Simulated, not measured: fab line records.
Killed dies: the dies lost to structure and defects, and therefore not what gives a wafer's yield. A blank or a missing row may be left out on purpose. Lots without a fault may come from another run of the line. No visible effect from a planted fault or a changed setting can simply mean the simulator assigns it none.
One fault seen from 2 desks || flow berkeley_cmos170 || each desk has only its own numbers; what lay behind them comes last

== AT THE METROLOGY DESK ==
Lot by lot, what the gauges showed, no matter which tool ran the lot: averages of those sampled wafers that carry a number. A lot is out of limits, marked OUT, if its mean lies more than 4 standard deviations from the usual mean; the brackets give that distance.
Columns: A = PSD_RS at UCB170_SDANNEAL_RS_MEAS_02, usual 75.6 ohm/sq; B = NSD_RS at UCB170_SDANNEAL_RS_MEAS_03, usual 37.26 ohm/sq; C = PLDD_RS at UCB170_SDANNEAL_RS_MEAS_04, usual 1031.8 ohm/sq; D = NLDD_RS at UCB170_SDANNEAL_RS_MEAS_05, usual 616.6 ohm/sq
{"lot": "L748", "first seen here": "day 8 07:00", "A": 75.3, "B": 37.18, "C": 1031.5, "D": 616.7}
{"lot": "L746", "first seen here": "day 8 07:26", "A": 75.9, "B": 37.34, "C": 1036.3, "D": 616.8}
{"lot": "L747", "first seen here": "day 8 07:36", "A": 75.7, "B": 37.13, "C": 1036.9, "D": 615.4}
{"lot": "L749", "first seen here": "day 8 07:47", "A": 75.5, "B": 37.21, "C": 1027.8, "D": 616.5}
{"lot": "L751", "first seen here": "day 9 07:35", "A": 75.3, "B": 37.20, "C": 1033.7, "D": 617.7}
{"lot": "L752", "first seen here": "day 9 07:57", "A": 75.6, "B": 37.24, "C": 1031.3, "D": 617.6}
{"lot": "L750", "first seen here": "day 9 08:09", "A": 75.4, "B": 37.21, "C": 1033.2, "D": 616.3}
{"lot": "L756", "first seen here": "day 9 23:22", "A": 75.9, "B": 37.41, "C": 1033.9, "D": 618.6}
{"lot": "L754", "first seen here": "day 9 23:29", "A": 75.9, "B": 37.36, "C": 1030.7, "D": 617.2}
{"lot": "L759", "first seen here": "day 10 16:58", "A": 75.7, "B": 37.36, "C": 1033.9, "D": 616.6}
{"lot": "L755", "first seen here": "day 10 17:06", "A": 75.8, "B": 37.31, "C": 1028.1, "D": 616.0}
{"lot": "L758", "first seen here": "day 10 17:25", "A": "56.8 (-61) OUT", "B": "31.36 (-60) OUT", "C": "964.0 (-24) OUT", "D": "609.8 (-5.6) OUT"}
{"lot": "L757", "first seen here": "day 10 17:37", "A": 75.8, "B": 37.39, "C": 1035.1, "D": 615.3}
{"lot": "L761", "first seen here": "day 11 05:58", "A": "56.4 (-62) OUT", "B": "31.22 (-62) OUT", "C": "966.7 (-23) OUT", "D": "610.9 (-4.8) OUT"}
{"lot": "L760", "first seen here": "day 11 08:19", "A": "57.0 (-60) OUT", "B": "31.47 (-59) OUT", "C": "970.4 (-22) OUT", "D": "611.1 (-4.6) OUT"}
This desk reports L758, L760, L761 out of limits; the earliest was L758 at day 10 17:25 (PSD_RS at UCB170_SDANNEAL_RS_MEAS_02). In limits: L748, L746, L747, L749, L751, L752, L750, L756, L754, L759, L755, L757.

== FOR THE TOOL OWNER'S DESK: rtp_anneal-02 ==
The tool's own readings at UCB170_SDANNEAL_RTA_01 (time 5 s): means of the sampled wafers that have a number, for each lot that ran on this tool. A lot is out of limits, marked OUT, if its mean lies more than 4 standard deviations from the usual mean; the brackets give that distance.
Columns: A = lamp_power_pct at UCB170_SDANNEAL_RTA_01, usual 35.1 %; B = wafer_temp_C_max at UCB170_SDANNEAL_RTA_01, usual 1054.8
{"lot": "L748", "first seen here": "day 8 06:55", "A": 33.4, "B": 1053.5}
{"lot": "L747", "first seen here": "day 8 07:32", "A": 33.4, "B": 1053.1}
{"lot": "L751", "first seen here": "day 9 07:31", "A": 33.4, "B": 1054.0}
{"lot": "L750", "first seen here": "day 9 08:05", "A": 33.4, "B": 1053.2}
{"lot": "L756", "first seen here": "day 9 23:17", "A": 33.4, "B": 1053.2}
{"lot": "L754", "first seen here": "day 9 23:25", "A": 33.4, "B": 1052.9}
{"lot": "L759", "first seen here": "day 10 16:54", "A": 33.4, "B": 1053.8}
{"lot": "L758", "first seen here": "day 10 17:21", "A": 33.4, "B": 1053.6}
{"lot": "L761", "first seen here": "day 11 05:53", "A": 33.4, "B": 1053.3}
{"lot": "L760", "first seen here": "day 11 08:15", "A": 33.4, "B": 1053.6}
This desk found nothing out of limits on any of the 10 lots.

== PUT TOGETHER ==
An alarm was possible from the metrology desk at day 10 17:25, on L758, L760, L761.
The desk of the tool owner found nothing out of limits.
Tool owner's desk: L758, L760, L761 on record, inside its limits.
All the named lots went through UCB170_SDANNEAL_RTA_01 on rtp_anneal-02.

== WHAT THE SIMULATOR HAD INSERTED ==
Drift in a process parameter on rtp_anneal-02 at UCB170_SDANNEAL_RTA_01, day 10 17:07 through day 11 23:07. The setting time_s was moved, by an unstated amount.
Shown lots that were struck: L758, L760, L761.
Per desk, hours elapsed from the start of the fault to the first reading out of limits: for the metrology desk, 0.
